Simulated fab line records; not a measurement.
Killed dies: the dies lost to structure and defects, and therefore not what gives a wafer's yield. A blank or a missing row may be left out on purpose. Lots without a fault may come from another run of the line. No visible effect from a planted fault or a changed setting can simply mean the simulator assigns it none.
Chamber matching | flow berkeleyCmos170 | 4 sister chambers for UCB170_ACTIVE_ETCH_15 on rieDiel-01
The step etches Si3N4 in CH3F/Ar/O2, stops on SiO2, target depth 242 nm, time 151 s. 4 wafers are shown with their chamber, then 7 later ones without.

== WAFERS PAIRED WITH THEIR CHAMBERS ==
wafer  | chamber | drypumpMotorCurrentA (A)
L651.4 | 1       | 6.0
L656.4 | 3       | 5.2
L657.1 | 0       | 6.0
L657.3 | 2       | 6.1

== WAFERS WITHOUT THEIR CHAMBER ==
wafer  | drypumpMotorCurrentA (A)
L657.6 | 6.0
L658.1 | 6.2
L658.2 | 6.0
L658.3 | 5.1
L659.2 | 5.1
L659.4 | 6.0
L659.5 | 6.0

== CHAMBER TAKEN BY EACH ==
wafer  | from the rows above          | in truth
L657.6 | can't be placed: 0 or 1 or 2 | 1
L658.1 | can't be placed: 2 or 0 or 1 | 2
L658.2 | can't be placed: 0 or 1 or 2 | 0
L658.3 | 3                            | 3
L659.2 | 3                            | 3
L659.4 | can't be placed: 0 or 1 or 2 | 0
L659.5 | can't be placed: 0 or 1 or 2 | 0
Placed correctly: 2 of 7. Unplaceable from these rows: 5, with the true chamber sitting among the candidates in 5. Wrongly placed: 0.
How it was worked out, from the rows above alone: a wafer's distance from a chamber is the root of the sum, over the readings, of the square of ((its reading less the chamber's mean) divided by the reading's scatter). If the next closest chamber is less than 2 further off than the closest, the wafer can't be placed; otherwise it belongs to the closest. A chamber's mean is the mean of its shown wafers. The scatter: with one shown wafer a chamber, the root of the mean of the squares of how far each hidden wafer lies from its nearest shown one.
